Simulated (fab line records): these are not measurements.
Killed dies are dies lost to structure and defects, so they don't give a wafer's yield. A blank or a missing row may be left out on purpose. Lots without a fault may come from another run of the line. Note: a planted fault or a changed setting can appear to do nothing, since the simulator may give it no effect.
fab line records	flow berkeley_cmos170
record lots=5	wafers=23
route steps=331 shown GATE@140 NLDD@166 SPACER@171 NSD@196 M1@238 V1@268
start_h: hours from the record's opening day to when the first of the lot's shown wafers began	wait_h: time in hours since the lot's previous step	" the same as in the row above	L1.1+2: a single row standing in for several wafers	- either no value or no given start	* or withheld: withheld	< > ~ a bound
route shown NAME@n: names a module that has steps shown in the file, with the first one's number in the route	usual: the fault-free wafers' mean and standard deviation	same: alike in all rows	chamber/n: place in a boat	sites: readings site by site	_std_site: the standard deviation of these	_edge_site: inner sites' mean taken away from outer sites' mean	radius_mm: for every site, how far away it sits from the centre of the wafer	mask NAME#n: copy n	behind: the most recent tool/chamber to have shaped the wafer	hold: reason for holding the lot/hours on hold/outcome of the hold	device: the transistor (n, p or np) that didn't switch	end of line: at the end of the route, the tests of the same wafers	a step without rows: its recipe alone	killed: not the wafer's yield, but the dies lost to structure and defects at the first sort	map: shows each die of a wafer: x if killed, . if not, _ if none is there
set.NAME: the setting as run; set.NAME@STEP: as run at that earlier step	model.NAME: the simulator's own value behind a step, which no gauge read
lots run with intentionally changed settings; tables by step, rows by wafer
## steps
# step UCB170_GATE_ETCH_14
# recipe chemistry=N2/H2	target_depth_a=withheld	overetch_a=withheld	target=BARC	time_s=withheld	source_w=500	bias_w=100	pressure_mtorr=30	n2_flow_sccm=100	h2_flow_sccm=200
lot.wafer	tool	chamber	start_h	wait_h	set.pressure_mtorr
L074.1+5+6	rie_diel-02	0,3,1	143.46	0.0	30
L076.1+3+4+5+6	rie_diel-01	2,1,3,3,2	154.77	0.0	30
L085.1+2+4+5+6	rie_diel-02	0,3,2,0,3	194.23	0.0	31.92
L083.1+3+4+5+6	rie_diel-01	1,3,2,3,0	194.47	0.0	27.87
L084.1+2+4+5+6	rie_diel-01	1,2,0,1,2	204.87	0.0	28.46
# step UCB170_GATE_ETCH_15
# recipe chemistry=HBr/Cl2	target=poly-Si	stop_on=SiO2	over_etch_frac=0.3	icp_w=300	bias_w=150	time_s=56.3	pressure_mtorr=15	HBr_flow_sccm=150	Cl2_flow_sccm=50	target_depth_a=2782
lot.wafer	tool	chamber	start_h	wait_h	set.dose_mj@GATE_EXPOSE_09	model.GATE.cd_nm
L074.1	rie_si-02	1	143.50	-	21	351
L074.5	"	3	"	"	21	350.6
L074.6	"	0	"	"	21	349.3
L076.1	rie_si-02	1	154.81	-	22.06	342.2
L076.3	"	0	"	"	21	353.4
L076.4	"	1	"	"	22.06	344.6
L076.5	"	0	"	"	21	353.7
L076.6	"	3	"	"	22.06	343.2
L085.1	rie_si-01	2	194.27	-	21	349.7
L085.2	"	0	"	"	21	349.3
L085.4	"	1	"	"	22.4	337.5
L085.5	"	1	"	"	22.4	339.3
L085.6	"	0	"	"	21	349.8
L083.1+3	rie_si-02	1,0	194.51	-	21	349.6
L083.4	"	0	"	"	21	350
L083.5	"	3	"	"	21	348.7
L083.6	"	1	"	"	21	349.8
L084.1	rie_si-01	2	204.91	-	21	348.3
L084.2	"	1	"	"	21	349.4
L084.4	"	0	"	"	21	349
L084.5	"	3	"	"	22.04	340.2
L084.6	"	0	"	"	22.04	340
# step UCB170_GATE_STRIP_16
# recipe chemistry=O2	power_w=400	pressure_mtorr=3500	platen_temp_c=withheld	o2_flow_sccm=400	overash_fraction=0.5
# step UCB170_GATE_CD_MEAS_90
# recipe target_cd_nm=350
# usual cd_nm=350.5/1.5
lot.wafer	tool	chamber	start_h	wait_h	set.dose_mj@GATE_EXPOSE_09	cd_nm
L074.1	cd_sem-02	-	143.65	0.1	21	351.0
L074.5	"	-	"	"	21	350.5
L074.6	"	-	"	"	21	349.3
L076.1	cd_sem-02	-	154.96	0.1	22.06	342.3
L076.3	"	-	"	"	21	353.5
L076.4	"	-	"	"	22.06	344.2
L076.5	"	-	"	"	21	353.5
L076.6	"	-	"	"	22.06	342.9
L085.1	cd_sem-01	-	194.44	0.1	21	349.6
L085.2	"	-	"	"	21	349.2
L085.4	"	-	"	"	22.4	337.4
L085.5	"	-	"	"	22.4	339.2
L085.6	"	-	"	"	21	349.8
L083.1	cd_sem-01	-	194.66	0.1	21	349.8
L083.3	"	-	"	"	21	349.7
L083.4	"	-	"	"	21	350.4
L083.5	"	-	"	"	21	348.7
L083.6	"	-	"	"	21	349.7
L084.1	cd_sem-02	-	205.06	0.1	21	348.5
L084.2	"	-	"	"	21	349.2
L084.4	"	-	"	"	21	348.9
L084.5	"	-	"	"	22.04	340.4
L084.6	"	-	"	"	22.04	339.9
# step UCB170_NLDD_IMPLANT_08
# recipe species=As	dose_cm2=5e+13	energy_kev=30	tilt_deg=7	rotation_deg=0
lot.wafer	tool	chamber	start_h	wait_h	set.energy_kev	model.implant.rp_nm	model.implant.drp_nm
L074.1+5+6	implanter-01	0	147.35	0.0	30	21.23	9.611
L076.1+3+4	implanter-01	0	158.95	0.0	28.73	20.93	9.313
L076.5+6	"	0	"	"	30	21.63	9.611
L085.1+5	implanter-03	0	198.42	0.0	31.22	22.39	9.896
L085.2+4+6	"	0	"	"	30	21.72	9.611
L083.1+5+6	implanter-04	0	198.70	0.0	30	21.8	9.611
L083.3+4	"	0	"	"	29.5	21.52	9.494
L084.1+4+6	implanter-01	0	208.24	0.0	30	21.77	9.611
L084.2+5	"	0	"	"	31.22	22.45	9.896
# step UCB170_SPACER_CVD_00
# recipe material=SiO2	target_thk_nm=376	temp_c=390	precursor=TEOS/O2	time_s=47	rf_w=550	pressure_mtorr=9000
lot.wafer	tool	chamber	start_h	wait_h	set.time_s	model.SiO2_of_SPACER_CVD_00.thk_nm
L074.1	pecvd-04	2	147.98	0.0	47	369.9
L074.5	"	2	"	"	47	378.6
L074.6	"	0	"	"	47	376.9
L076.1	pecvd-04	1	159.74	0.0	44.35	352.1
L076.3	"	1	"	"	44.35	358.1
L076.4	"	2	"	"	47	379.9
L076.5	"	2	"	"	44.35	361.1
L076.6	"	1	"	"	47	380.3
L085.1	pecvd-04	2	199.07	0.0	41.23	326.5
L085.2	"	1	"	"	47	367.2
L085.4	"	2	"	"	47	379.3
L085.5	"	1	"	"	47	374.7
L085.6	"	0	"	"	41.23	327.2
L083.1	pecvd-03	1	199.35	0.0	47	375
L083.3	"	2	"	"	47	377.6
L083.4	"	1	"	"	47	378.5
L083.5	"	2	"	"	47	381.1
L083.6	"	0	"	"	47	377.1
L084.1	pecvd-03	2	208.88	0.0	43.14	338.9
L084.2	"	0	"	"	47	368.2
L084.4	"	0	"	"	47	376.6
L084.5	"	1	"	"	43.14	347.1
L084.6	"	2	"	"	43.14	347.3
# step UCB170_SPACER_THK_MEAS_01
# recipe reads=SiO2_of_SPACER_CVD_00
# usual SPACER_TEOS_THK=376/4.5
lot.wafer	tool	chamber	start_h	wait_h	set.time_s@SPACER_CVD_00	SPACER_TEOS_THK[nm]
L074.1	film_metro-01	-	148.02	0.0	47	370
L074.5	"	-	"	"	47	379
L074.6	"	-	"	"	47	376
L076.1	film_metro-03	-	159.82	0.1	44.35	352
L076.3	"	-	"	"	44.35	358
L076.4	"	-	"	"	47	380
L076.5	"	-	"	"	44.35	361
L076.6	"	-	"	"	47	380
L085.1	film_metro-01	-	199.11	0.0	41.23	326
L085.2	"	-	"	"	47	367
L085.4	"	-	"	"	47	379
L085.5	"	-	"	"	47	375
L085.6	"	-	"	"	41.23	327
L083.1	film_metro-02	-	199.39	0.0	47	375
L083.3	"	-	"	"	47	378
L083.4	"	-	"	"	47	378
L083.5	"	-	"	"	47	381
L083.6	"	-	"	"	47	377
L084.1	film_metro-01	-	208.92	0.0	43.14	339
L084.2	"	-	"	"	47	368
L084.4	"	-	"	"	47	376
L084.5	"	-	"	"	43.14	347
L084.6	"	-	"	"	43.14	347
# step UCB170_SPACER_ANNEAL_02
# recipe temp_c=900	time_s=1800	ambient=N2
# step UCB170_SPACER_ETCHBACK_03
# recipe stop_on=Si	target=SiO2	chemistry=CHF3/CF4/Ar	CHF3_flow_sccm=50	cf4_flow_sccm=10	Ar_flow_sccm=120	pressure_mtorr=200	rf_w=500	target_depth_a=3760	time_s=100
# usual oes_product_au=0.902/0.012
lot.wafer	tool	chamber	start_h	wait_h	set.time_s@SPACER_CVD_00	oes_product_au
L074.1	rie_diel-03	3	154.82	0.0	47	0.909
L074.5	"	3	"	"	47	0.917
L074.6	"	1	"	"	47	0.917
L076.1	rie_diel-02	1	163.80	0.0	44.35	0.850
L076.3	"	3	"	"	44.35	0.854
L076.4	"	2	"	"	47	0.916
L076.5	"	1	"	"	44.35	0.852
L076.6	"	0	"	"	47	0.900
L083.1	rie_diel-03	3	206.32	0.0	47	0.910
L083.3	"	1	"	"	47	0.910
L083.4	"	0	"	"	47	0.909
L083.5	"	2	"	"	47	0.909
L083.6	"	3	"	"	47	0.926
L085.1	rie_diel-02	0	206.32	0.0	41.23	0.813
L085.2	"	3	"	"	47	0.868
L085.4	"	1	"	"	47	0.896
L085.5	"	0	"	"	47	0.897
L085.6	"	1	"	"	41.23	0.805
L084.1	rie_diel-03	1	215.41	0.0	43.14	0.851
L084.2	"	0	"	"	47	0.885
L084.4	"	3	"	"	47	0.920
L084.5	"	3	"	"	43.14	0.861
L084.6	"	0	"	"	43.14	0.850
# step UCB170_NSD_STRIP_09
# recipe chemistry=O2	power_w=400	pressure_mtorr=3500	platen_temp_c=withheld	o2_flow_sccm=400	overash_fraction=0.5
# usual strip_time_to_endpoint_s=35.87/0.055
lot.wafer	tool	chamber	start_h	wait_h	set.power_w	strip_time_to_endpoint_s
L074.1	plasma_asher-02	1	158.59	0.1	400	35.93
L074.5	"	0	"	"	400	36.02
L074.6	"	1	"	"	400	35.96
L076.1	plasma_asher-02	0	168.55	0.1	382.8	37.13
L076.3	"	1	"	"	400	35.85
L076.4	"	0	"	"	400	35.88
L076.5	"	0	"	"	382.8	37.06
L076.6	"	1	"	"	382.8	37.16
L083.1	plasma_asher-04	0	209.48	0.1	400	35.75
L083.3	"	1	"	"	400	35.95
L083.4	"	0	"	"	383	37.07
L083.5	"	0	"	"	383	37.02
L083.6	"	1	"	"	383	37.06
L085.1	plasma_asher-02	0	209.79	0.1	400	35.84
L085.2	"	1	"	"	400	35.80
L085.4	"	1	"	"	400	35.80
L085.5	"	0	"	"	400	35.87
L085.6	"	1	"	"	400	35.81
L084.1	plasma_asher-04	0	220.18	0.1	400	35.91
L084.2	"	1	"	"	400	35.83
L084.4	"	0	"	"	435.8	33.63
L084.5	"	0	"	"	435.8	33.66
L084.6	"	1	"	"	400	35.89
# step UCB170_M1_SPUTTER_00
# recipe material=Al	target_thk_nm=600	time_s=80	power_w=6000	chamber_pressure_pa=0.5
lot.wafer	tool	chamber	start_h	wait_h	set.time_s	model.Al_of_M1_SPUTTER_00.thk_nm
L074.1	pvd_sputter-03	-	167.05	0.0	80	597.5
L074.5	"	-	"	"	80	595.3
L074.6	"	-	"	"	80	601.4
L076.1	pvd_sputter-04	-	175.39	0.0	80	586.2
L076.3	"	-	"	"	80	588.6
L076.4	"	-	"	"	80	588.7
L076.5	"	-	"	"	70.43	512
L076.6	"	-	"	"	70.43	511.9
L083.1	pvd_sputter-01	-	216.29	0.0	88.35	661.4
L083.3	"	-	"	"	80	600.6
L083.4	"	-	"	"	80	600.2
L083.5	"	-	"	"	88.35	660
L083.6	"	-	"	"	88.35	657
L085.1	pvd_sputter-04	-	218.76	0.0	73.42	543.5
L085.2	"	-	"	"	80	601.4
L085.4	"	-	"	"	80	597.8
L085.5	"	-	"	"	73.42	545.5
L085.6	"	-	"	"	80	597.9
L084.1	pvd_sputter-04	-	229.22	0.0	91.35	685.3
L084.2	"	-	"	"	80	605
L084.4	"	-	"	"	80	602.4
L084.5	"	-	"	"	80	608.6
L084.6	"	-	"	"	91.35	688.8
# step UCB170_M1_RS_MEAS_01
# recipe thk_meas_gauge=four-point-probe	reads=Al_of_M1_SPUTTER_00
# usual M1_AL_RS=0.0487/0.00045
lot.wafer	tool	chamber	start_h	wait_h	set.time_s@M1_SPUTTER_00	M1_AL_RS[ohm/sq]
L074.1	film_metro-03	-	167.11	0.0	80	0.0487
L074.5	"	-	"	"	80	0.0488
L074.6	"	-	"	"	80	0.0485
L076.1	film_metro-04	-	175.45	0.0	80	0.0497
L076.3	"	-	"	"	80	0.0495
L076.4	"	-	"	"	80	0.0496
L076.5	"	-	"	"	70.43	0.0571
L076.6	"	-	"	"	70.43	0.0570
L083.1	film_metro-03	-	216.35	0.0	88.35	0.0440
L083.3	"	-	"	"	80	0.0484
L083.4	"	-	"	"	80	0.0486
L083.5	"	-	"	"	88.35	0.0441
L083.6	"	-	"	"	88.35	0.0443
L085.1	film_metro-03	-	218.82	0.0	73.42	0.0537
L085.2	"	-	"	"	80	0.0485
L085.4	"	-	"	"	80	0.0488
L085.5	"	-	"	"	73.42	0.0534
L085.6	"	-	"	"	80	0.0488
L084.1	film_metro-03	-	229.28	0.0	91.35	0.0424
L084.2	"	-	"	"	80	0.0481
L084.4	"	-	"	"	80	0.0482
L084.5	"	-	"	"	80	0.0479
L084.6	"	-	"	"	91.35	0.0423
# step UCB170_M1_THK_MEAS_02
# recipe thk_meas_gauge=xrf	reads=Al_of_M1_SPUTTER_00
# usual M1_AL_THK=595/6.1
lot.wafer	tool	chamber	start_h	wait_h	set.time_s@M1_SPUTTER_00	M1_AL_THK[nm]
L074.1	film_metro-03	-	167.23	0.1	80	597
L074.5	"	-	"	"	80	593
L074.6	"	-	"	"	80	597
L076.1	film_metro-04	-	175.57	0.1	80	581
L076.3	"	-	"	"	80	588
L076.4	"	-	"	"	80	584
L076.5	"	-	"	"	70.43	507
L076.6	"	-	"	"	70.43	506
L083.1	film_metro-03	-	216.47	0.1	88.35	657
L083.3	"	-	"	"	80	596
L083.4	"	-	"	"	80	598
L083.5	"	-	"	"	88.35	660
L083.6	"	-	"	"	88.35	654
L085.1	film_metro-03	-	218.94	0.1	73.42	543
L085.2	"	-	"	"	80	597
L085.4	"	-	"	"	80	594
L085.5	"	-	"	"	73.42	544
L085.6	"	-	"	"	80	596
L084.1	film_metro-03	-	229.40	0.1	91.35	680
L084.2	"	-	"	"	80	603
L084.4	"	-	"	"	80	603
L084.5	"	-	"	"	80	605
L084.6	"	-	"	"	91.35	686
# step UCB170_M1_COAT_04
# recipe resist=KrF	spin_rpm=1500	resist_thk_nm=900
lot.wafer	tool	chamber	start_h	wait_h	set.resist_thk_nm	model.KrF_of_M1_COAT_04.thk_nm
L074.1	litho_track-04	0	-	-	900	905.5
L074.5	"	0	"	"	900	906.2
L074.6	"	0	"	"	900	905.6
L076.1	litho_track-01	0	-	-	900	896
L076.3	"	0	"	"	900	896.7
L076.4	"	0	"	"	900	898.9
L076.5+6	"	0	"	"	900	-
L083.1+6	litho_track-04	0	-	-	900	-
L083.3	"	0	"	"	916.7	920.3
L083.4	"	0	"	"	900	904.6
L083.5	"	0	"	"	916.7	-
L085.1	litho_track-01	0	-	-	900	-
L085.2	"	0	"	"	900	895.1
L085.4	"	0	"	"	900	897
L085.5	"	0	"	"	870.1	-
L085.6	"	0	"	"	870.1	868.3
L084.1	litho_track-02	0	-	-	900	-
L084.2	"	0	"	"	879.7	882.3
L084.4	"	0	"	"	900	902.4
L084.5	"	0	"	"	879.7	882.1
L084.6	"	0	"	"	879.7	-
# step UCB170_M1_SOFTBAKE_05
# recipe resist=KrF	temp_c=130	time_s=60
# step UCB170_M1_EXPOSE_06
# recipe mask_id=METAL1	target_cd_nm=700	na=0.5	sigma_outer=0.6	source_shape=conventional	dose_mj=21
# step UCB170_M1_ETCH_11
# recipe chemistry=N2/H2	target_depth_a=withheld	overetch_a=withheld	target=BARC	time_s=withheld	source_w=500	bias_w=100	pressure_mtorr=30	n2_flow_sccm=100	h2_flow_sccm=200
# step UCB170_M1_METAL_ETCH_12
# recipe chemistry=Cl2/BCl3	target=Al	stop_on=PSG	pressure_mtorr=12	target_depth_a=7800	over_etch_frac=0.3	time_s=130	icp_w=600	bias_w=115.3	Cl2_flow_sccm=90	bcl3_flow_sccm=45
# usual oes_product_au=0.842/0.019
lot.wafer	tool	chamber	start_h	wait_h	set.time_s@M1_SPUTTER_00	set.resist_thk_nm@M1_COAT_04	oes_product_au	model.KrF_of_M1_COAT_04.thk_nm
L074.1	rie_metal-03	1	168.72	-	80	900	0.864	443.4
L074.5	"	1	"	"	80	900	0.859	444.3
L074.6	"	0	"	"	80	900	0.825	449
L076.1	rie_metal-02	0	177.84	-	80	900	0.836	438
L076.3	"	0	"	"	80	900	0.835	436.2
L076.4	"	1	"	"	80	900	0.827	442.9
L076.5	"	1	"	"	70.43	900	0.771	-
L076.6	"	0	"	"	70.43	900	0.780	-
L083.1	rie_metal-02	0	218.97	-	88.35	900	0.898	-
L083.3	"	1	"	"	80	916.7	0.827	460.7
L083.4	"	0	"	"	80	900	0.849	449
L083.5	"	0	"	"	88.35	916.7	0.889	-
L083.6	"	1	"	"	88.35	900	0.881	-
L085.1	rie_metal-04	1	221.69	-	73.42	900	0.832	-
L085.2	"	0	"	"	80	900	0.830	425.7
L085.4	"	0	"	"	80	900	0.827	423.8
L085.5	"	1	"	"	73.42	870.1	0.828	-
L085.6	"	0	"	"	80	870.1	0.826	398.5
L084.1	rie_metal-02	0	231.09	-	91.35	900	0.918	-
L084.2	"	1	"	"	80	879.7	0.834	422.9
L084.4	"	0	"	"	80	900	0.847	444.7
L084.5	"	0	"	"	80	879.7	0.852	420.8
L084.6	"	1	"	"	91.35	879.7	0.900	-
# step UCB170_V1_ETCH_14
# recipe chemistry=CHF3/CF4/Ar	target=SiO2	stop_on=Al	CHF3_flow_sccm=45	cf4_flow_sccm=15	Ar_flow_sccm=150	pressure_mtorr=200	rf_w=700	target_depth_a=12500	over_etch_frac=0.25	time_s=291
# usual oes_product_au=0.879/0.012
lot.wafer	tool	chamber	start_h	wait_h	set.time_s	oes_product_au	model.KrF_of_V1_COAT_07.thk_nm
L074.1	rie_diel-01	2	172.40	0.0	291	0.877	612.5
L074.5	"	3	"	"	291	0.859	613.6
L074.6	"	0	"	"	291	0.888	614.6
L076.1	rie_diel-01	2	183.28	0.0	291	0.876	615.3
L076.3	"	3	"	"	252	0.955	652.4
L076.4	"	0	"	"	291	0.892	616.7
L076.5	"	3	"	"	252	0.941	655.4
L076.6	"	0	"	"	252	0.969	652.9
L083.1	rie_diel-01	2	223.28	0.0	270	0.917	625.8
L083.3	"	0	"	"	270	0.938	629.4
L083.4	"	1	"	"	291	0.888	616.2
L083.5	"	0	"	"	270	0.935	628.1
L083.6	"	1	"	"	291	0.880	613.1
L085.1	rie_diel-01	2	226.34	0.0	291	0.874	599.3
L085.2	"	1	"	"	291	0.880	605.4
L085.4	"	3	"	"	274.2	0.893	620.2
L085.5	"	2	"	"	291	0.885	600.8
L085.6	"	1	"	"	274.2	0.912	625.3
L084.1	rie_diel-01	0	239.89	0.0	263.4	0.952	639.4
L084.2	"	2	"	"	263.4	0.934	631.4
L084.4	"	3	"	"	263.4	0.918	635.5
L084.5	"	2	"	"	291	0.868	606.6
L084.6	"	1	"	"	291	0.883	611
# step UCB170_V1_STRIP_15
# recipe chemistry=O2	power_w=400	pressure_mtorr=3500	platen_temp_c=withheld	o2_flow_sccm=400	overash_fraction=0.5
# usual strip_time_to_endpoint_s=15.35/0.12
lot.wafer	tool	chamber	start_h	wait_h	set.time_s@V1_ETCH_14	strip_time_to_endpoint_s
L074.1	plasma_asher-04	0	172.58	0.1	291	15.38
L074.5	"	0	"	"	291	15.40
L074.6	"	1	"	"	291	15.42
L076.1	plasma_asher-02	1	183.46	0.1	291	15.44
L076.3	"	1	"	"	252	16.24
L076.4	"	0	"	"	291	15.47
L076.5	"	1	"	"	252	16.31
L076.6	"	0	"	"	252	16.27
L083.1	plasma_asher-02	1	223.46	0.1	270	15.68
L083.3	"	0	"	"	270	15.77
L083.4	"	1	"	"	291	15.46
L083.5	"	1	"	"	270	15.73
L083.6	"	0	"	"	291	15.39
L085.1	plasma_asher-04	0	226.55	0.1	291	15.05
L085.2	"	1	"	"	291	15.22
L085.4	"	0	"	"	274.2	15.55
L085.5	"	1	"	"	291	15.09
L085.6	"	0	"	"	274.2	15.68
L084.1	plasma_asher-04	1	240.07	0.1	263.4	15.93
L084.2	"	0	"	"	263.4	15.81
L084.4	"	0	"	"	263.4	15.84
L084.5	"	1	"	"	291	15.24
L084.6	"	0	"	"	291	15.31
## key
split step=UCB170_GATE_ETCH_14	setting=pressure_mtorr	stated=30	by=lot
response none clear
split step=UCB170_NLDD_IMPLANT_08	setting=energy_kev	stated=30	by=wafer
response step=UCB170_NLDD_IMPLANT_08	reading=model.implant.rp_nm	change=+0.165	per=1%	r=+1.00
response step=UCB170_NLDD_IMPLANT_08	reading=model.implant.drp_nm	change=+0.0702	per=1%	r=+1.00
split step=UCB170_SPACER_CVD_00	setting=time_s	stated=47	by=wafer
response step=UCB170_SPACER_CVD_00	reading=model.SiO2_of_SPACER_CVD_00.thk_nm	change=+3.74	per=1%	r=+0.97
response step=UCB170_SPACER_THK_MEAS_01	reading=SPACER_TEOS_THK	change=+3.74	per=1%	r=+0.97
response step=UCB170_SPACER_ETCHBACK_03	reading=oes_product_au	change=+0.00668	per=1%	r=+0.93
split step=UCB170_NSD_STRIP_09	setting=power_w	stated=400	by=wafer
response step=UCB170_NSD_STRIP_09	reading=strip_time_to_endpoint_s	change=*	per=1%	r=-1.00
split step=UCB170_M1_SPUTTER_00	setting=time_s	stated=80	by=wafer
response step=UCB170_M1_SPUTTER_00	reading=model.Al_of_M1_SPUTTER_00.thk_nm	change=+6.01	per=1%	r=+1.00
response step=UCB170_M1_RS_MEAS_01	reading=M1_AL_RS	change=-0.000493	per=1%	r=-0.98
response step=UCB170_M1_THK_MEAS_02	reading=M1_AL_THK	change=+5.98	per=1%	r=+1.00
response step=UCB170_M1_METAL_ETCH_12	reading=oes_product_au	change=+0.00405	per=1%	r=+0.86
split step=UCB170_M1_COAT_04	setting=resist_thk_nm	stated=900	by=wafer
response step=UCB170_M1_COAT_04	reading=model.KrF_of_M1_COAT_04.thk_nm	change=+8.54	per=1%	r=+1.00
response step=UCB170_M1_METAL_ETCH_12	reading=model.KrF_of_M1_COAT_04.thk_nm	change=+8.29	per=1%	r=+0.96
split step=UCB170_V1_ETCH_14	setting=time_s	stated=291	by=wafer
response step=UCB170_V1_ETCH_14	reading=oes_product_au	change=-0.00555	per=1%	r=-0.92
response step=UCB170_V1_ETCH_14	reading=model.KrF_of_V1_COAT_07.thk_nm	change=-2.74	per=1%	r=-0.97
response step=UCB170_V1_STRIP_15	reading=strip_time_to_endpoint_s	change=*	per=1%	r=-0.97
split outside_this_file step=UCB170_GATE_EXPOSE_09 setting=dose_mj
# split outside_this_file: this setting was split too, and the file shows its column; the key of that split is in another file
